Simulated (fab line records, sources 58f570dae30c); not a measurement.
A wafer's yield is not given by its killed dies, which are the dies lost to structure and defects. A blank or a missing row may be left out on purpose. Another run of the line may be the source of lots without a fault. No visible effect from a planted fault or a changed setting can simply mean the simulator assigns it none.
Code-filled problem report in 8D (eight disciplines) form / flow berkeleyCmos170 / the parts of the form that need people (team, actions taken, sign-off) are left out

1. THE ISSUE
At UCB170_M2_METAL_ETCH_18, oesProductAu averages 0.773 a.u. over 4 wafers from 2 lots, while fault-free wafers read 0.845 a.u., standard deviation 0.0081. Relative to the usual mean, that is a shift of -8.9 standard deviations.
The step: etches Al in Cl2/BCl3, stops on SiO2, target depth 1170 nm, time 195 s.
The first sign was on wafer L306.6 at day 11 08:41, on rieMetal-01. The record holds 42 wafers of 14 lots with a number at this step. By rule, "out" or "out of limits" means more than 4 standard deviations away from the usual mean. All remaining wafers that have a number are taken as sound.

2. WHAT THIS IS AND IS NOT
question=which readings at this step | is=oesProductAu | is not=drypumpMotorCurrentA, throttleValvePct
question=which lots | is=L306, L308 | is not=L287, L289, L290, L291, L292, L293, L296, L297, L298, L299, L300, L310
question=which wafers of those lots | is=L306.6, L308.3, L308.4, L308.6 | is not=L306.3, L306.5
question=read on which tools | is=rieMetal-01 | is not=rieMetal-02, rieMetal-03
question=when | is=from day 11 08:41 | is not=up to then (35 sound wafers); but 3 sound wafers of L310 came after

3. THE SUSPECTS, EACH WITH WHAT RULES IT OUT
Counting: a tool at a process step up to the reading stays a suspect if it ran every lot that is out. Sound lots after the first of them don't rule it out here, since some wafers of a struck lot are sound.
- rtpAnneal-02 at UCB170_SILICIDE_RTA_04 (time 15 s): kept. It ran every lot that is out, first L306 (day 10 13:37); its last sound lot up to then is L300 (day 9 13:37).
- rieMetal-01 at UCB170_M2_METAL_ETCH_18 (etches Al in Cl2/BCl3, stops on SiO2, target depth 1170 nm, time 195 s): kept. It ran every lot that is out, first L306 (day 11 08:41); its last sound lot up to then is L298 (day 10 01:04). Its own oesProductAu readings are out on those wafers.
- Within rieMetal-01 at UCB170_M2_METAL_ETCH_18: the wafers that are out ran in chamber 1; their sound lot-mates ran in chamber 0.
After counting, rtpAnneal-02 at UCB170_SILICIDE_RTA_04 and rieMetal-01 at UCB170_M2_METAL_ETCH_18 remain.

4. THE CAUSE (what the simulator had put in)
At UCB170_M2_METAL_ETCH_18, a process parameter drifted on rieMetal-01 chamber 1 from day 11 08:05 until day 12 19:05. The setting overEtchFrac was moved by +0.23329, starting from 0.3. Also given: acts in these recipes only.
Counting left 2 suspects, and this tool is among them.

5. THE EFFECT CHAIN, in route order
Each row: a reading where the mean over the struck wafers with a number is more than 3 standard deviations away from the usual. Only readings for which the record gives a usual standard deviation are gone through. hours: the time from each lot's start at the first step in this table that gives one to its start at this step, as a median over the lots. sigmas: the change in usual standard deviations.
hours=0; step=UCB170_M2_METAL_ETCH_18; reading=oesProductAu; usual=0.845 a.u.; on struck wafers=0.773; change=-0.072; sigmas=-8.9
hours=0; step=UCB170_M2_STRIP_19; reading=oesProductAu; usual=0.559 a.u.; on struck wafers=0.450; change=-0.109; sigmas=-5.4
It contains these process steps:
- UCB170_M2_METAL_ETCH_18: etches Al in Cl2/BCl3, stops on SiO2, target depth 1170 nm, time 195 s.
- UCB170_M2_STRIP_19: strips in O2.
Later steps that measure or inspect, where all struck wafers having a row at the step show a number for every such reading and not one has moved that far: UCB170_M2_CD_MEAS_90, UCB170_V2_BOW_MEAS_03.

6. HOW IT WOULD HAVE BEEN CAUGHT EARLIER
In this record the first reading out of limits was taken at day 11 08:41, 1 hour after the fault began at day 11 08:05.
